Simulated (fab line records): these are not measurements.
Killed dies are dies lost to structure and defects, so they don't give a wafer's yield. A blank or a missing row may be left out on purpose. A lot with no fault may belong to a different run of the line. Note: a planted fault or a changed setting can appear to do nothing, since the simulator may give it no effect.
What tool caused it? / flow berkeley_cmos170 / 7 lots, 21 wafers sampled, at 4 steps of a route of 331

== WHAT THE GAUGES READ, wafer by wafer ==
UCB170_NLDD_TW_MEAS_11.
lot=L336; measured=day 7 05:32; on=film_metro-01; NLDD_TW=2173 2187 2180
lot=L340; measured=day 7 14:38; on=film_metro-01; NLDD_TW=2180 2202 2181
lot=L341; measured=day 8 12:31; on=film_metro-01; NLDD_TW=2264 2279 2277 2272 2293 2292
lot=L350; measured=day 10 08:30; on=film_metro-03; NLDD_TW=2199 2194 2186
lot=L353; measured=day 11 15:13; on=film_metro-02; NLDD_TW=2216 2228 2219
lot=L357; measured=day 11 14:41; on=film_metro-03; NLDD_TW=2205 2202 2204
lot=L358; measured=day 12 08:00; on=film_metro-01; NLDD_TW=2183 2187 2188

== WHAT TOOL EACH LOT RAN ON (gives the tool, then ch and the chambers of the sampled wafers, and finally the start) ==
lot=L336; UCB170_GATE_STRIP_16=plasma_asher-01 ch 0,1, day 6 21:45; UCB170_NLDD_IMPLANT_09=implanter-04 ch 0, day 7 05:19; UCB170_NLDD_STRIP_10=plasma_asher-04 ch 0,1, day 7 05:27
lot=L340; UCB170_GATE_STRIP_16=plasma_asher-03 ch 0,1, day 7 09:04; UCB170_NLDD_IMPLANT_09=implanter-04 ch 0, day 7 14:23; UCB170_NLDD_STRIP_10=plasma_asher-04 ch 0,1, day 7 14:32
lot=L341; UCB170_GATE_STRIP_16=plasma_asher-01 ch 0,1, day 8 07:47; UCB170_NLDD_IMPLANT_09=implanter-04 ch 0, day 8 12:18; UCB170_NLDD_STRIP_10=plasma_asher-01 ch 0,1, day 8 12:26
lot=L350; UCB170_GATE_STRIP_16=plasma_asher-04 ch 0,1, day 10 04:20; UCB170_NLDD_IMPLANT_09=implanter-01 ch 0, day 10 08:17; UCB170_NLDD_STRIP_10=plasma_asher-02 ch 0,1, day 10 08:25
lot=L353; UCB170_GATE_STRIP_16=plasma_asher-04 ch 0,1, day 11 09:23; UCB170_NLDD_IMPLANT_09=implanter-04 ch 0, day 11 14:58; UCB170_NLDD_STRIP_10=plasma_asher-04 ch 1, day 11 15:07
lot=L357; UCB170_GATE_STRIP_16=plasma_asher-01 ch 0,1, day 11 09:08; UCB170_NLDD_IMPLANT_09=implanter-01 ch 0, day 11 14:28; UCB170_NLDD_STRIP_10=plasma_asher-01 ch 0,1, day 11 14:36
lot=L358; UCB170_GATE_STRIP_16=plasma_asher-03 ch 0,1, day 12 01:07; UCB170_NLDD_IMPLANT_09=implanter-03 ch 0, day 12 07:45; UCB170_NLDD_STRIP_10=plasma_asher-04 ch 0,1, day 12 07:54
- UCB170_GATE_STRIP_16: strips in O2.
- UCB170_NLDD_IMPLANT_09
- UCB170_NLDD_STRIP_10: strips in O2.

== THE ANSWER, worked out from the rows above alone ==
Rule: usual is defined by the lots themselves. Put in order of their means at a reading, lots are off if they are a third of the lots or fewer, leave a main group of 4 or more, and stand apart from it by a gap of 3 or more times the standard deviation of the main group's means; of several such gaps the widest counts. If all means in a main group match to the digits the tables above print for the reading, that group is not used. A lot without any number at a reading at which 4 lots or more have one is off too. Any other lot the step has rows for is counted as sound.
Off: L341, at UCB170_NLDD_TW_MEAS_11 (NLDD_TW). For the main group the mean is 2195 and the standard deviation 14.
If a tool, at a process step before that reading, ran all the lots that are off and no sound lot after the first of them, it fits. Those tools and the gauges at UCB170_NLDD_TW_MEAS_11 are tried in the same way. Not one of the candidates tried fits.

== WHAT THE SIMULATOR HAD INSERTED ==
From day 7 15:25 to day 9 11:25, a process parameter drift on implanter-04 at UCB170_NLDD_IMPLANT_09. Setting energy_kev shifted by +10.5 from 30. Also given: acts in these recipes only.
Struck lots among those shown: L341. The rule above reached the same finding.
